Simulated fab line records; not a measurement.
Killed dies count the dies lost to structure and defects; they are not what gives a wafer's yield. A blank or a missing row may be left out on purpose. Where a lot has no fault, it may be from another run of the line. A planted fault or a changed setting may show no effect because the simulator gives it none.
fab line records + flow ritCmos
record:
- lots: 13
- wafers: 39
- lastDay: 8
route steps=202 shown NSD@134 PSD@152 M1@202
lots that met no fault: from a run of the same line without faults
startH: the number of hours between the record's first day and the start of the first shown wafer of the lot + waitH: hours elapsed since this lot's preceding step + " repeats the value in the row above + L1.1+2: one row covering several wafers at once + - either no value or no given start + * or withheld: withheld + < > ~ a bound
route shown NAME@n: a module of which the file shows steps, and the number in the route of the first + usual: the fault-free wafers' mean and standard deviation + same: alike in all rows + chamber/n: place in a boat + sites: per-site readings + _std_site: the values' standard deviation + _edge_site: mean of outer sites minus mean of inner sites + radiusMm: for every site, how far away it sits from the centre of the wafer + mask NAME#n: copy n + behind: tool/chamber where the wafer was last shaped + hold: cause of the lot's hold/its duration in hours/its outcome + device: transistor that didn't switch, given as n, p or np + end of line: tests of these same wafers at the route's end + where a step has no rows: the recipe by itself + killed: not the wafer's yield, but the dies lost to structure and defects at the first sort + map: per-die view of a wafer (x killed, . not killed, _ where there is no die)
set.NAME: the run value of the setting; set.NAME@STEP: its run value at that earlier step + model.NAME: the simulator's own value behind a step, which no gauge read
the route's steps for a sample of lots (tables are steps, rows are wafers)
services: when a tool's chamber went out of use (startH, in hours from the record's first day, below 0 if earlier), for how many hours, and the reason
== steps ==
step: RIT_NSD_EXPOSE_03
recipe:
- maskId: M9
- na: 0.57
- targetCdNm: 40700
- doseMj: 250
| lot.wafer  | tool            | chamber | startH | waitH | mask  |
|------------|-----------------|---------|--------|-------|-------|
| L333.1+2+6 | ilineStepper-02 | 0       | 57.37  | 0.2   | M9#0  |
| L335.1+4+5 | ilineStepper-02 | 0       | 61.51  | 0.2   | M10#0 |
| L337.1+2+6 | ilineStepper-02 | 0       | 80.04  | 0.2   | M9#0  |
| L345.3+4+5 | ilineStepper-02 | 0       | 108.96 | 0.2   | M9#0  |
| L347.1+2+6 | ilineStepper-01 | 0       | 118.69 | 0.1   | M9#0  |
| L348.1+2+3 | ilineStepper-02 | 0       | 125.59 | 0.2   | M9#0  |
| L349.2+3+5 | ilineStepper-01 | 0       | 129.87 | 0.2   | M9#0  |
| L351.1+4+6 | ilineStepper-01 | 0       | 146.15 | 0.1   | M9#0  |
| L352.1+5+6 | ilineStepper-02 | 0       | 152.94 | 0.3   | M9#0  |
| L353.1+3+4 | ilineStepper-02 | 0       | 156.74 | 0.1   | M9#0  |
| L354.1+5+6 | ilineStepper-02 | 0       | 163.67 | 0.1   | M9#0  |
| L355.4+5+6 | ilineStepper-01 | 0       | 172.86 | 0.2   | M9#0  |
| L356.1+4+6 | ilineStepper-01 | 0       | 174.59 | 0.1   | M9#0  |
step: RIT_NSD_OVL_MEAS_06
usual:
- NSD_OVL: 0.4/1.4
| lot.wafer | tool       | chamber | startH | waitH | NSD_OVL[nm] |
|-----------|------------|---------|--------|-------|-------------|
| L333.1    | overlay-01 | -       | 57.77  | -     | 1.8         |
| L333.2    | "          | -       | "      | "     | 0.1         |
| L333.6    | "          | -       | "      | "     | -0.3        |
| L335.1    | overlay-02 | -       | 61.94  | -     | -           |
| L335.4    | "          | -       | "      | "     | -           |
| L335.5    | "          | -       | "      | "     | -           |
| L337.1    | overlay-02 | -       | 80.44  | -     | -0.6        |
| L337.2    | "          | -       | "      | "     | -1.3        |
| L337.6    | "          | -       | "      | "     | -0.2        |
| L345.3    | overlay-02 | -       | 109.34 | -     | 0.8         |
| L345.4    | "          | -       | "      | "     | -0.3        |
| L345.5    | "          | -       | "      | "     | 1.9         |
| L347.1    | overlay-01 | -       | 119.09 | -     | 0.8         |
| L347.2    | "          | -       | "      | "     | -0.1        |
| L347.6    | "          | -       | "      | "     | 1.8         |
| L348.1    | overlay-01 | -       | 125.99 | -     | 0.9         |
| L348.2    | "          | -       | "      | "     | 1.1         |
| L348.3    | "          | -       | "      | "     | -0.5        |
| L349.2    | overlay-01 | -       | 130.25 | -     | 2.3         |
| L349.3    | "          | -       | "      | "     | 0.4         |
| L349.5    | "          | -       | "      | "     | 0.5         |
| L351.1    | overlay-01 | -       | 146.55 | -     | 1.8         |
| L351.4    | "          | -       | "      | "     | 0.8         |
| L351.6    | "          | -       | "      | "     | 1.6         |
| L352.1    | overlay-01 | -       | 153.49 | -     | -1.7        |
| L352.5    | "          | -       | "      | "     | 0.8         |
| L352.6    | "          | -       | "      | "     | 1.3         |
| L353.1    | overlay-01 | -       | 157.14 | -     | 1.6         |
| L353.3    | "          | -       | "      | "     | -1.6        |
| L353.4    | "          | -       | "      | "     | 1.1         |
| L354.1    | overlay-01 | -       | 164.07 | -     | 1.7         |
| L354.5    | "          | -       | "      | "     | -1.8        |
| L354.6    | "          | -       | "      | "     | -0.2        |
| L355.4    | overlay-01 | -       | 173.22 | -     | -2.4        |
| L355.5    | "          | -       | "      | "     | 0.0         |
| L355.6    | "          | -       | "      | "     | 0.3         |
| L356.1    | overlay-02 | -       | 174.99 | -     | 1.3         |
| L356.4    | "          | -       | "      | "     | -0.4        |
| L356.6    | "          | -       | "      | "     | -1.0        |
step: RIT_NSD_TW_MEAS_10
usual:
- NSD_TW: 3110/25
| lot.wafer | tool         | chamber | startH | waitH | NSD_TW |
|-----------|--------------|---------|--------|-------|--------|
| L333.1    | filmMetro-01 | -       | 58.28  | 0.1   | 3106   |
| L333.2    | "            | -       | "      | "     | 3102   |
| L333.6    | "            | -       | "      | "     | 3097   |
| L335.1    | filmMetro-04 | -       | 62.55  | 0.1   | 30     |
| L335.4    | "            | -       | "      | "     | 30     |
| L335.5    | "            | -       | "      | "     | 30     |
| L337.1    | filmMetro-01 | -       | 80.95  | 0.1   | 3103   |
| L337.2    | "            | -       | "      | "     | 3084   |
| L337.6    | "            | -       | "      | "     | 3118   |
| L345.3    | filmMetro-01 | -       | 109.86 | 0.1   | 3099   |
| L345.4    | "            | -       | "      | "     | 3109   |
| L345.5    | "            | -       | "      | "     | 3114   |
| L347.1    | filmMetro-04 | -       | 119.60 | 0.1   | 3072   |
| L347.2    | "            | -       | "      | "     | 3101   |
| L347.6    | "            | -       | "      | "     | 3072   |
| L348.1    | filmMetro-03 | -       | 126.50 | 0.1   | 3139   |
| L348.2    | "            | -       | "      | "     | 3147   |
| L348.3    | "            | -       | "      | "     | 3127   |
| L349.2    | filmMetro-04 | -       | 130.84 | 0.1   | 3102   |
| L349.3    | "            | -       | "      | "     | 3096   |
| L349.5    | "            | -       | "      | "     | 3100   |
| L351.1    | filmMetro-04 | -       | 147.06 | 0.1   | 3101   |
| L351.4    | "            | -       | "      | "     | 3078   |
| L351.6    | "            | -       | "      | "     | 3099   |
| L352.1    | filmMetro-03 | -       | 154.00 | 0.1   | 3151   |
| L352.5    | "            | -       | "      | "     | 3159   |
| L352.6    | "            | -       | "      | "     | 3158   |
| L353.1    | filmMetro-01 | -       | 157.65 | 0.1   | 3115   |
| L353.3    | "            | -       | "      | "     | 3099   |
| L353.4    | "            | -       | "      | "     | 3104   |
| L354.1    | filmMetro-01 | -       | 164.58 | 0.1   | 3108   |
| L354.5    | "            | -       | "      | "     | 3102   |
| L354.6    | "            | -       | "      | "     | 3106   |
| L355.4    | filmMetro-01 | -       | 173.74 | 0.1   | 3106   |
| L355.5    | "            | -       | "      | "     | 3101   |
| L355.6    | "            | -       | "      | "     | 3098   |
| L356.1    | filmMetro-01 | -       | 175.50 | 0.1   | 3099   |
| L356.4    | "            | -       | "      | "     | 3097   |
| L356.6    | "            | -       | "      | "     | 3101   |
step: RIT_PSD_TW_MEAS_10
usual:
- PSD_TW: 3420/32
| lot.wafer | tool         | chamber | startH | waitH | PSD_TW |
|-----------|--------------|---------|--------|-------|--------|
| L333.1    | filmMetro-01 | -       | 59.82  | 0.1   | 3422   |
| L333.2    | "            | -       | "      | "     | 3423   |
| L333.6    | "            | -       | "      | "     | 3413   |
| L335.1    | filmMetro-03 | -       | 64.10  | 0.1   | 3670   |
| L335.4    | "            | -       | "      | "     | 3657   |
| L335.5    | "            | -       | "      | "     | 3680   |
| L337.1    | filmMetro-01 | -       | 82.39  | 0.1   | 3409   |
| L337.2    | "            | -       | "      | "     | 3411   |
| L337.6    | "            | -       | "      | "     | 3416   |
| L345.3    | filmMetro-04 | -       | 111.44 | 0.1   | 3385   |
| L345.4    | "            | -       | "      | "     | 3383   |
| L345.5    | "            | -       | "      | "     | 3383   |
| L347.1    | filmMetro-01 | -       | 121.15 | 0.1   | 3404   |
| L347.2    | "            | -       | "      | "     | 3405   |
| L347.6    | "            | -       | "      | "     | 3402   |
| L348.1    | filmMetro-03 | -       | 127.93 | 0.1   | 3457   |
| L348.2    | "            | -       | "      | "     | 3465   |
| L348.3    | "            | -       | "      | "     | 3438   |
| L349.2    | filmMetro-03 | -       | 132.26 | 0.1   | 3458   |
| L349.3    | "            | -       | "      | "     | 3467   |
| L349.5    | "            | -       | "      | "     | 3480   |
| L351.1    | filmMetro-03 | -       | 148.48 | 0.1   | 3461   |
| L351.4    | "            | -       | "      | "     | 3470   |
| L351.6    | "            | -       | "      | "     | 3487   |
| L352.1    | filmMetro-04 | -       | 155.42 | 0.1   | 3394   |
| L352.5    | "            | -       | "      | "     | 3400   |
| L352.6    | "            | -       | "      | "     | 3396   |
| L353.1    | filmMetro-04 | -       | 159.07 | 0.1   | 3399   |
| L353.3    | "            | -       | "      | "     | 3401   |
| L353.4    | "            | -       | "      | "     | 3401   |
| L354.1    | filmMetro-04 | -       | 166.00 | 0.1   | 3375   |
| L354.5    | "            | -       | "      | "     | 3378   |
| L354.6    | "            | -       | "      | "     | 3382   |
| L355.4    | filmMetro-04 | -       | 175.16 | 0.1   | 3403   |
| L355.5    | "            | -       | "      | "     | 3400   |
| L355.6    | "            | -       | "      | "     | 3403   |
| L356.1    | filmMetro-03 | -       | 177.05 | 0.1   | 3430   |
| L356.4    | "            | -       | "      | "     | 3448   |
| L356.6    | "            | -       | "      | "     | 3453   |
step: RIT_M1_PROBE_99
usual:
- killed_at_M0_to_M3: 0.0/0.12
- killedAtContacts: 0.0/0.2
- killedAtFrontEnd: 7/3
- killedDies: 7/3
- killedOnRim: 2.1/1.6
- killedOpen: 3.4/1.8
- killedShort: 3.8/2.1
same:
- grossDies: 264
- killed_at_M4_up: 0
- killedAtBackSide: 0
- killedAtOther: 0
| lot.wafer | tool      | chamber | startH | waitH | killed_at_M0_to_M3 | killedAtContacts | killedAtFrontEnd | killedDies | killedOnRim | killedOpen | killedShort |
|-----------|-----------|---------|--------|-------|--------------------|------------------|------------------|------------|-------------|------------|-------------|
| L335.1    | prober-01 | -       | 72.42  | 0.1   | 0                  | 0                | 264              | 264        | 70          | 9          | 2           |
| L335.4    | prober-01 | -       | 72.57  | 0.2   | 0                  | 0                | 264              | 264        | 70          | 3          | 3           |
| L335.5    | prober-01 | -       | 72.62  | 0.2   | 0                  | 0                | 264              | 264        | 70          | 4          | 1           |
| L348.1    | prober-01 | -       | 135.64 | 0.1   | 0                  | 0                | 8                | 8          | 3           | 1          | 7           |
| L348.2    | prober-01 | -       | 135.69 | 0.1   | 0                  | 0                | 4                | 4          | 1           | 1          | 3           |
| L348.3    | prober-01 | -       | 135.74 | 0.2   | 0                  | 0                | 7                | 7          | 3           | 4          | 3           |
killed by level:class
L335.1 NSD:areaExpose=253 GATE:geometricParticle:open=5 FOX2:geometricParticle:open=2 FOX1:geometricParticle:short=1 REOX:geometricParticle:short=1 SPACER:geometricParticle:open=1 SILICIDE:geometricParticle:open=1
L335.4 NSD:areaExpose=258 GATE:geometricParticle:open=3 FOX1:geometricParticle:short=1 FOX2:geometricParticle:short=1 SILICIDE:geometricParticle:short=1
L335.5 NSD:areaExpose=259 SILICIDE:geometricParticle:open=3 FOX2:geometricParticle:open=1 GATE:geometricParticle:short=1
L348.1 REOX:geometricParticle:short=3 SILICIDE:geometricParticle:short=2 GATE:geometricParticle:short=1 GATE:geometricParticle:open=1 SPACER:geometricParticle:short=1
L348.2 FOX1:geometricParticle:short=1 GATE:geometricParticle:short=1 SILICIDE:geometricParticle:short=1 SILICIDE:geometricParticle:open=1
L348.3 GATE:geometricParticle:short=2 FOX1:geometricParticle:open=1 FOX2:geometricParticle:open=1 FOX2:geometricParticle:short=1 GATE:geometricParticle:open=1 SPACER:geometricParticle:open=1
== services ==
| tool            | chamber | startH | hours | kind        |
|-----------------|---------|--------|-------|-------------|
| ilineStepper-02 | -       | 35.36  | 7.5   | repair      |
| ilineStepper-01 | 0       | 51.18  | -     | calibration |
| ilineStepper-01 | -       | 76.63  | 1.7   | pm          |
| ilineStepper-02 | -       | 110.73 | 1.7   | repair      |
== key ==
firstSign:
- step: RIT_NSD_EXPOSE_03
- reading: mask
- direction: changed
effect:
- step: RIT_NSD_OVL_MEAS_06
- reading: NSD_OVL
- direction: missing
effect:
- step: RIT_NSD_TW_MEAS_10
- reading: NSD_TW
- direction: down
- sigmas: 99+
- usual: 3110
- struck: 30
effect:
- step: RIT_PSD_TW_MEAS_10
- reading: PSD_TW
- direction: up
- sigmas: 7.9
- usual: 3420
- struck: 3669
effect:
- step: RIT_M1_PROBE_99
- reading: killedAtFrontEnd
- direction: up
- sigmas: 85
- usual: 7
- struck: 264
moreKillsBornAt:
- RIT_NSD_EXPOSE_03@ilineStepper-02: 770
metAt RIT_NSD_EXPOSE_03
struckLots L335
testerLeftOut L335
onsetBetween 57.37 61.51
fault:
- kind: wrongMask
- tool: any
- chamber: -
- onsetH: 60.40
- steps: RIT_NSD_EXPOSE_03
- auxCopy: M10#0
- scope: struckLotsOnly
testerLeftOut: of these lots the tester's yield and bins aren't shown, on N5 and GAA mostly nor the transistor test; their killed dies are dies lost to structure and defects alone, not to doping, threshold or leakage, so they don't give the yield
